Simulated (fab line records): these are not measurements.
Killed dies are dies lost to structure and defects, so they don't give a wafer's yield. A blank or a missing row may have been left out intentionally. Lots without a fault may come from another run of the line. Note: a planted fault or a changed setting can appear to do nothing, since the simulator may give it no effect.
The same fault as seen by 2 desks	flow rit_cmos	what lay behind the numbers comes last; until then each desk has only its own

== AT THE METROLOGY DESK ==
Lot by lot, what the gauges showed, no matter which tool ran the lot: averages of those sampled wafers that carry a number. The brackets show how far a lot's mean lies from the usual mean; more than 4 standard deviations puts the lot out of limits, marked OUT.
Columns: A = INCOMING_BOW at RIT_ACTIVE_BOW_MEAS_00, usual 0 um; B = cd_nm at RIT_ACTIVE_CD_MEAS_11, usual 1400.4 nm; C = CONTACT_TEOS_THK at RIT_CONTACT_THK_MEAS_01, usual 400 nm; D = CONTACT_OVL at RIT_CONTACT_OVL_MEAS_09, usual 0.6 nm
lot	first seen here	A	B	C	D
L550	day 1 15:02	5	1398.2	404	2.2
L551	day 1 20:02	1	1399.3	399	1.7
L552	day 2 01:00	1	1398.9	402	-0.0
L553	day 2 06:00	5	1401.8	399	1.9
L554	day 2 11:00	-7	1397.3	397	0.3
L557	day 3 02:00	4	1400.7	400	1.2
L560	day 3 17:00	-4	1399.2	396	0.8
L562	day 4 03:02	0	1402.6	509 (+23) OUT	0.6
L563	day 4 08:00	-1	1401.7	394	-0.2
L566	day 4 23:01	1	1397.9	393	-0.2
L567	day 5 04:01	4	1399.2	400	0.3
L569	day 5 14:02	9	1400.4	402	-1.2
L570	day 5 19:01	0	1401.3	405	1.2
This desk finds L562 out of limits, with the earliest case on L562 at day 6 02:27 (CONTACT_TEOS_THK at RIT_CONTACT_THK_MEAS_01). L550, L551, L552, L553, L554, L557, L560, L563, L566, L567, L569, L570: within limits.

== DESK OF THE TOOL OWNER: pecvd-01 ==
The tool's own readings at RIT_CONTACT_CVD_00 (deposits SiO2 from TEOS, target thk 400 nm, time 61 s): means of the sampled wafers that have a number, for each lot that ran on this tool. The brackets show how far a lot's mean lies from the usual mean; more than 4 standard deviations puts the lot out of limits, marked OUT.
Columns: A = heater_power_w at RIT_CONTACT_CVD_00, usual 313 W; B = rf_fwd_power_W at RIT_CONTACT_CVD_00, usual 397.3 W
lot	first seen here	A	B
L550	day 3 20:10	276	396.0
L553	day 4 08:52	321	397.8
L562	day 6 02:23	310	397.9
This desk found nothing out of limits on any of the 3 lots.

== BROUGHT TOGETHER ==
The metrology desk could have raised an alarm at day 6 02:27, on L562.
Nothing out of limits was seen by the tool owner's desk.
Tool owner's desk: L562 on record, inside its limits.
RIT_CONTACT_CVD_00 was run on pecvd-01 by each of the lots named.

== WHAT THE SIMULATOR HAD INSERTED ==
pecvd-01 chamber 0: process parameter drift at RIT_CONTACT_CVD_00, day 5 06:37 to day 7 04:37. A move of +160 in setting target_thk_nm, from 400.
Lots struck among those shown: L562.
Hours from the fault's start to each desk's first reading out of limits: the metrology desk, 20.
